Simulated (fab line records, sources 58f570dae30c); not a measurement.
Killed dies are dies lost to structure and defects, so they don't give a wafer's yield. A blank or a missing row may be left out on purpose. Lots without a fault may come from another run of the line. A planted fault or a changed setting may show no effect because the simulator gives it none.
Split-lot experiment | flow berkeley_cmos170 | 5 lots, 23 wafers read, on a route of 331 steps

THE SPLIT
At UCB170_SPACER_CVD_00 (deposits SiO2 from TEOS/O2, target thk 376 nm, time 47 s), the setting time_s was moved away from the recipe's 47 s on 10 of the 23 wafers read, by -11.7% to +11.3%. The other wafers ran this setting at the recipe's value.

FROM THE SPLIT TO THE READING: what the file shows between them, 2 steps
- UCB170_SPACER_THK_MEAS_01
- UCB170_SPACER_ANNEAL_02: time 1800 s

THE READING
oes_product_au, in a.u., at UCB170_SPACER_ETCHBACK_03 (etches SiO2 in CHF3/CF4/Ar, stops on Si, target depth 376 nm, time 100 s). Fault-free wafers of this fab line usually give 0.902 a.u., standard deviation 0.012 a.u..

wafer  | tool, chamber at the split | time_s as run, s | against the recipe | oes_product_au, a.u. | against lot-mates on the recipe
L074.1 | pecvd-04, 2                | 41.95            | -10.7%             | 0.837                | -0.074
L074.2 | pecvd-04, 0                | 47               | recipe             | 0.902                | -
L074.3 | pecvd-04, 1                | 47               | recipe             | 0.913                | -
L074.5 | pecvd-04, 2                | 47               | recipe             | 0.917                | -
L074.6 | pecvd-04, 0                | 41.95            | -10.7%             | 0.844                | -0.067
L077.1 | pecvd-03, 2                | 47               | recipe             | 0.903                | -
L077.2 | pecvd-03, 0                | 47               | recipe             | 0.891                | -
L077.3 | pecvd-03, 1                | 52.32            | +11.3%             | 0.966                | +0.071
L077.4 | pecvd-03, 0                | 52.32            | +11.3%             | 0.959                | +0.064
L077.5 | pecvd-03, 1                | 47               | recipe             | 0.890                | -
L078.1 | pecvd-01, 2                | 41.51            | -11.7%             | 0.826                | -0.069
L078.2 | pecvd-01, 0                | 41.51            | -11.7%             | 0.815                | -0.080
L078.4 | pecvd-01, 1                | 47               | recipe             | 0.894                | -
L078.5 | pecvd-01, 2                | 47               | recipe             | 0.896                | -
L078.6 | pecvd-01, 0                | 41.51            | -11.7%             | 0.827                | -0.068
L080.2 | pecvd-04, 0                | 47               | recipe             | 0.891                | -
L080.3 | pecvd-04, 2                | 49.94            | +6.3%              | 0.934                | +0.041
L080.4 | pecvd-04, 2                | 49.94            | +6.3%              | 0.933                | +0.040
L080.5 | pecvd-04, 0                | 49.94            | +6.3%              | 0.946                | +0.052
L080.6 | pecvd-04, 1                | 47               | recipe             | 0.896                | -
L084.2 | pecvd-03, 0                | 47               | recipe             | 0.885                | -
L084.4 | pecvd-03, 0                | 47               | recipe             | 0.920                | -
L084.5 | pecvd-03, 1                | 47               | recipe             | 0.917                | -

THE FIT
A straight line over all 23 wafers: oes_product_au changes by +0.00602 a.u. for each +1% of time_s; r = +0.97; the points scatter about the line by 0.01 a.u..
The same after taking each lot's own level away (the mean of its wafers on the recipe; 23 wafers): +0.00632 a.u. for each +1%; r = +0.98; scatter 0.008 a.u..
On that fit, the largest move of time_s shifts the reading by 0.074 a.u..
The lots' own levels span 0.8935 to 0.9107 a.u., that is 1.4 times the standard deviation above.
So the lot-to-lot level changes the slope little: the two slopes agree.
Check: with one of the wafers moved furthest among these (-11.7%) left out of the fit, the line predicts -0.0745 a.u. for it against its lot-mates. It came out at -0.069 a.u. against them.

THE WHOLE CHAIN: every reading that the file lists as answering this split, in the file's order
step                      | what it does                                                             | reading                                                                       | change (the file's fit)                   | r (the file's)
UCB170_SPACER_CVD_00      | deposits SiO2 from TEOS/O2, target thk 376 nm, time 47 s                 | SiO2_of_SPACER_CVD_00.thk_nm (the simulator's own value, which no gauge read) | +3.94 nm for each +1% of the setting      | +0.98
UCB170_SPACER_THK_MEAS_01 |                                                                          | SPACER_TEOS_THK                                                               | +3.94 for each +1% of the setting         | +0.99
UCB170_SPACER_ETCHBACK_03 | etches SiO2 in CHF3/CF4/Ar, stops on Si, target depth 376 nm, time 100 s | oes_product_au                                                                | +0.00631 a.u. for each +1% of the setting | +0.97
UCB170_SPACER_ETCHBACK_03 | etches SiO2 in CHF3/CF4/Ar, stops on Si, target depth 376 nm, time 100 s | etch.depth_nm (the simulator's own value, which no gauge read)                | +4.04 nm for each +1% of the setting      | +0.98

THE FILE'S OWN FIT
oes_product_au changes by +0.00631 a.u. for each +1% of time_s, r = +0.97.
